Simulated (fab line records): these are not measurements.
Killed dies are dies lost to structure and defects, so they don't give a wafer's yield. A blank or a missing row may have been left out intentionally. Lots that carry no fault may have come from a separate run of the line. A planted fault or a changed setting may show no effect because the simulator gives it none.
Check for tools in common ; flow berkeley-cmos170 ; Sample size 14 lots and 42 wafers

## REASON FOR OPENING
2 of 14 lots carry a flag on the reading PVT_TW at UCB170_PVT_TW_MEAS_09. Wafers without a fault read 507, standard deviation 5.1.
Rule: a lot is flagged when every wafer of it that has a number lies more than 4 standard deviations from that mean, or none has a number. As for the other lots, they are considered sound.

lot;measured;on;PVT_TW, wafer by wafer;flag
L343;day 7 02:59;film-metro-04;515 517 515;
L346;day 7 03:14;film-metro-02;499 501 499;
L344;day 7 06:47;film-metro-03;512 510 513;
L349;day 7 11:02;film-metro-02;498 502 501;
L347;day 7 15:51;film-metro-04;513 512 513;
L351;day 8 00:11;film-metro-02;505 504 503;
L350;day 8 00:49;film-metro-02;502 504 503;
L354;day 8 10:25;film-metro-03;512 510 512;
L357;day 9 01:40;film-metro-04;471 470 467;FLAGGED
L358;day 9 01:56;film-metro-02;505 505 501;
L355;day 9 02:15;film-metro-04;469 471 472;FLAGGED
L356;day 9 02:25;film-metro-04;507 507 507;
L365;day 10 22:52;film-metro-04;507 509 508;
L364;day 10 23:15;film-metro-02;501 501 502;
On average the flagged lots' numbers are 470, which is -37 against the usual, or -7 standard deviations.

## TOOL THAT RAN EACH LOT
The record holds 3 process steps before the reading, out of a route of 331 steps. Each cell gives the tool, then ch followed by the chambers the sampled wafers passed through, then the start.
lot;flag;UCB170_ZERO_STRIP_07;UCB170_PWELL_STRIP_16;UCB170_PVT_IMPLANT_07
L343;;plasma-asher-01 ch 0,1, day 1 22:23;plasma-asher-02 ch 0,1, day 3 14:16;implanter-01 ch 0, day 7 02:47
L346;;plasma-asher-03 ch 0,1, day 2 09:57;plasma-asher-02 ch 0,1, day 4 00:09;implanter-02 ch 0, day 7 03:00
L344;;plasma-asher-01 ch 0,1, day 2 04:46;plasma-asher-04 ch 0,1, day 3 21:34;implanter-02 ch 0, day 7 06:32
L349;;plasma-asher-02 ch 0,1, day 3 05:20;plasma-asher-03 ch 0,1, day 4 18:16;implanter-01 ch 0, day 7 10:47
L347;;plasma-asher-03 ch 0,1, day 2 20:00;plasma-asher-02 ch 0,1, day 4 15:00;implanter-01 ch 0, day 7 15:37
L351;;plasma-asher-01 ch 0,1, day 3 14:36;plasma-asher-03 ch 0,1, day 5 02:02;implanter-04 ch 0, day 7 23:56
L350;;plasma-asher-02 ch 0,1, day 3 14:56;plasma-asher-04 ch 0,1, day 5 01:48;implanter-02 ch 0, day 8 00:36
L354;;plasma-asher-02 ch 0,1, day 4 04:10;plasma-asher-02 ch 0,1, day 5 13:52;implanter-04 ch 0, day 8 10:13
L357;FLAGGED;plasma-asher-03 ch 0,1, day 4 22:24;plasma-asher-02 ch 1, day 6 08:25;implanter-01 ch 0, day 9 01:26
L358;;plasma-asher-02 ch 0,1, day 4 22:40;plasma-asher-04 ch 0, day 6 08:26;implanter-04 ch 0, day 9 01:41
L355;FLAGGED;plasma-asher-03 ch 0,1, day 4 10:29;plasma-asher-03 ch 0,1, day 6 02:46;implanter-01 ch 0, day 9 01:59
L356;;plasma-asher-01 ch 0,1, day 4 16:51;plasma-asher-02 ch 0,1, day 6 02:56;implanter-02 ch 0, day 9 02:10
L365;;plasma-asher-02 ch 0,1, day 6 14:17;plasma-asher-02 ch 0,1, day 8 00:46;implanter-04 ch 0, day 10 22:38
L364;;plasma-asher-03 ch 1, day 6 08:15;plasma-asher-02 ch 0,1, day 8 00:35;implanter-02 ch 0, day 10 23:01
These steps, and what they do:
- UCB170_ZERO_STRIP_07: strips in O2.
- UCB170_PWELL_STRIP_16: strips in O2.
- UCB170_PVT_IMPLANT_07
- UCB170_PVT_TW_MEAS_09

## FLAGGED OVER TOTAL, TOOL BY TOOL (the gauges that took the reading come last)
step;tool;lots run;flagged;share of the flagged lots;sound lots run after its first flagged lot
UCB170_ZERO_STRIP_07;plasma-asher-01;4;0;none;-
UCB170_ZERO_STRIP_07;plasma-asher-02;5;0;none;-
UCB170_ZERO_STRIP_07;plasma-asher-03;5;2;all;1 (L364)
UCB170_PWELL_STRIP_16;plasma-asher-02;8;1;some;2 (L364,L365)
UCB170_PWELL_STRIP_16;plasma-asher-03;3;1;some;0
UCB170_PWELL_STRIP_16;plasma-asher-04;3;0;none;-
UCB170_PVT_IMPLANT_07;implanter-01;5;2;all;0
UCB170_PVT_IMPLANT_07;implanter-02;5;0;none;-
UCB170_PVT_IMPLANT_07;implanter-04;4;0;none;-
UCB170_PVT_TW_MEAS_09;film-metro-02;6;0;none;-
UCB170_PVT_TW_MEAS_09;film-metro-03;2;0;none;-
UCB170_PVT_TW_MEAS_09;film-metro-04;6;2;all;2 (L356,L365)

## WHAT THE TABLE ALLOWS
All flagged lots were run by 3 table rows, namely plasma-asher-03 at UCB170_ZERO_STRIP_07, implanter-01 at UCB170_PVT_IMPLANT_07, film-metro-04 at UCB170_PVT_TW_MEAS_09.
- plasma-asher-03 at UCB170_ZERO_STRIP_07 ran 5 lots, 2 of them flagged. Sound lots followed the first flagged one (L364) on it, something a lasting fault affecting the whole tool could not allow.
- implanter-01 at UCB170_PVT_IMPLANT_07 ran 5 lots, 2 of them flagged. It ran its last sound lot, L347, at day 7 15:37 and its first flagged lot, L357, at day 9 01:26: a fault with its onset between the two fits. Its own readings (beam-on-s, faraday-current-uA) fall more than 4 standard deviations out on all wafers of the flagged lots.
- film-metro-04 at UCB170_PVT_TW_MEAS_09 ran 6 lots, 2 of them flagged. Sound lots followed the first flagged one (L356, L365) on it, something a lasting fault affecting the whole tool could not allow.
Left over: one tool, implanter-01 at UCB170_PVT_IMPLANT_07.

## WHAT HAD BEEN PUT IN BY THE SIMULATOR
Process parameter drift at UCB170_PVT_IMPLANT_07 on implanter-01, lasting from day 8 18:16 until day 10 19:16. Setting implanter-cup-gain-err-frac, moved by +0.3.
Lots struck among those shown: L357, L355. The rule above found the same.
